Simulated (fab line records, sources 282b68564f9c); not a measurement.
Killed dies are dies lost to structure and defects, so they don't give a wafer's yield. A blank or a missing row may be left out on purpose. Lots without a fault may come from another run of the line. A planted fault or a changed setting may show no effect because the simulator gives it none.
Which tool did it? | flow rit_cmos | 14 lots, 42 wafers sampled, at 4 steps of a route of 202

WHAT THE GAUGES READ, wafer by wafer
RIT_SDANNEAL_RS_MEAS_04: measures by four-point-probe.
lot  | measured    | on            | PSD_RS (ohm/sq)
L950 | day 3 01:23 | film_metro-03 | 116.16 116.14 115.78
L951 | day 3 10:50 | film_metro-04 | 116.22 116.32 116.03
L952 | day 3 13:11 | film_metro-03 | 115.71 115.75 115.73
L953 | day 3 17:17 | film_metro-01 | 115.38 115.69 115.92
L954 | day 3 21:26 | film_metro-03 | 116.19 116.22 116.27
L955 | day 4 02:34 | film_metro-03 | 115.74 115.75 115.73
L957 | day 4 12:19 | film_metro-01 | 116.32 115.93 116.19
L958 | day 4 18:14 | film_metro-04 | 117.83 118.44 118.29
L959 | day 4 23:29 | film_metro-03 | 117.93 117.84 118.12
L966 | day 6 10:45 | film_metro-01 | 116.11 115.74 116.24
L967 | day 6 16:13 | film_metro-03 | 115.47 115.67 115.88
L969 | day 7 01:41 | film_metro-03 | 115.94 115.83 116.21
L972 | day 7 16:40 | film_metro-03 | 115.43 115.50 115.67
L973 | day 7 21:08 | film_metro-01 | 115.97 116.25 116.22

RIT_CONTACT_CD_MEAS_08: target cd 1000 nm.
lot  | measured    | on        | cd_nm (nm)
L950 | day 3 03:35 | cd_sem-01 | 999.5 998.0 999.1
L951 | day 3 12:55 | cd_sem-01 | 998.5 998.6 997.0
L952 | day 3 15:30 | cd_sem-01 | 999.9 1002.3 999.5
L953 | day 3 19:23 | cd_sem-01 | 1003.0 998.3 1004.1
L954 | day 3 23:32 | cd_sem-01 | 1000.2 999.9 1001.2
L955 | day 4 04:46 | cd_sem-01 | 1004.3 1003.1 1004.5
L957 | day 4 14:34 | cd_sem-01 | 999.1 998.7 1000.8
L958 | day 4 20:19 | cd_sem-01 | 1001.5 1001.2 999.6
L959 | day 5 01:33 | cd_sem-01 | 999.3 1000.7 1000.0
L966 | day 6 12:57 | cd_sem-02 | 1000.8 1001.2 1000.6
L967 | day 6 18:19 | cd_sem-01 | 1000.0 999.8 999.3
L969 | day 7 03:53 | cd_sem-01 | 1001.3 1000.8 1000.2
L972 | day 7 18:56 | cd_sem-01 | 995.1 994.7 997.3
L973 | day 7 23:13 | cd_sem-01 | 1004.1 1000.7 1000.6

RIT_M1_RS_MEAS_01: measures by four-point-probe.
lot  | measured    | on            | M1_AL_RS (ohm/sq)
L950 | day 3 05:06 | film_metro-04 | 0.0729 0.0734 0.0731
L951 | day 3 14:22 | film_metro-03 | 0.0740 0.0742 0.0741
L952 | day 3 17:07 | film_metro-04 | 0.0739 0.0737 0.0743
L953 | day 3 20:50 | film_metro-03 | 0.0731 0.0733 0.0735
L954 | day 4 00:59 | film_metro-04 | 0.0742 0.0742 0.0742
L955 | day 4 06:12 | film_metro-03 | 0.0730 0.0736 0.0733
L957 | day 4 16:01 | film_metro-04 | 0.0736 0.0738 0.0726
L958 | day 4 21:47 | film_metro-03 | 0.0731 0.0730 0.0736
L959 | day 5 03:01 | film_metro-03 | 0.0729 0.0734 0.0739
L966 | day 6 14:37 | film_metro-01 | 0.0748 0.0744 0.0749
L967 | day 6 19:46 | film_metro-01 | 0.0744 0.0732 0.0732
L969 | day 7 05:21 | film_metro-01 | 0.0743 0.0741 0.0747
L972 | day 7 20:24 | film_metro-01 | 0.0747 0.0738 0.0749
L973 | day 8 00:41 | film_metro-01 | 0.0731 0.0727 0.0733

WHICH TOOL RAN EACH LOT (tool, then ch and the chambers of the sampled wafers, then the start)
lot  | RIT_PSD_IMPLANT_08
L950 | implanter-02 ch 0, day 3 00:35
L951 | implanter-02 ch 0, day 3 10:01
L952 | implanter-03 ch 0, day 3 12:22
L953 | implanter-02 ch 0, day 3 16:28
L954 | implanter-02 ch 0, day 3 20:37
L955 | implanter-01 ch 0, day 4 01:46
L957 | implanter-01 ch 0, day 4 11:17
L958 | implanter-02 ch 0, day 4 17:26
L959 | implanter-02 ch 0, day 4 22:40
L966 | implanter-01 ch 0, day 6 09:56
L967 | implanter-01 ch 0, day 6 15:11
L969 | implanter-03 ch 0, day 7 00:53
L972 | implanter-02 ch 0, day 7 15:31
L973 | implanter-03 ch 0, day 7 19:58
- RIT_PSD_IMPLANT_08

WHAT THE TOOLS THEMSELVES READ (means of the sampled wafers that have a number; where no wafer has one, the mark that the record gives instead)
RIT_PSD_IMPLANT_08.
lot  | tool         | beam_energy_keV | dose_ions_cm2
L950 | implanter-02 | 26.997          | 5.004e+15
L951 | implanter-02 | 27.003          | 5.001e+15
L952 | implanter-03 | 27.002          | 4.998e+15
L953 | implanter-02 | 27.011          | 5.003e+15
L954 | implanter-02 | 26.999          | 4.996e+15
L955 | implanter-01 | 26.997          | 4.994e+15
L957 | implanter-01 | 27.006          | 4.996e+15
L958 | implanter-02 | 25.998          | 5.004e+15
L959 | implanter-02 | 26.002          | 5.001e+15
L966 | implanter-01 | 27.001          | 5.001e+15
L967 | implanter-01 | 26.997          | 4.991e+15
L969 | implanter-03 | 27.010          | 4.997e+15
L972 | implanter-02 | 27.008          | 4.996e+15
L973 | implanter-03 | 26.998          | 4.999e+15

THE ANSWER, worked out from the rows above alone
Rule: what is usual is taken from the lots themselves. Put in order of their means at a reading, lots are off if they are a third of the lots or fewer, leave a main group of 4 or more, and stand apart from it by a gap of 3 or more times the standard deviation of the main group's means; of several such gaps the widest counts. A main group whose means are all the same, to the digits that the tables above print for the reading, isn't used. A lot without any number at a reading at which 4 lots or more have one is off too. The other lots that the step has rows for count as sound. The gauges are gone through in route order, then the tools' own readings, and for those a lot's mean is taken as printed above. The first step at which some lot is off is used, and at that step the reading that is off furthest; a lot without a number counts as furthest.
Off: L958, L959, at RIT_SDANNEAL_RS_MEAS_04 (PSD_RS). The main group: mean 115.92 ohm/sq, standard deviation 0.23.
A tool fits if, at a process step before that reading, it ran every lot that is off, and no sound lot after the first of them. The gauges at RIT_SDANNEAL_RS_MEAS_04 aren't tried: what is off there is off at RIT_PSD_IMPLANT_08 too, on other tools, and a gauge's error can't cause that. None of those tried fits.

WHAT THE SIMULATOR HAD PUT IN
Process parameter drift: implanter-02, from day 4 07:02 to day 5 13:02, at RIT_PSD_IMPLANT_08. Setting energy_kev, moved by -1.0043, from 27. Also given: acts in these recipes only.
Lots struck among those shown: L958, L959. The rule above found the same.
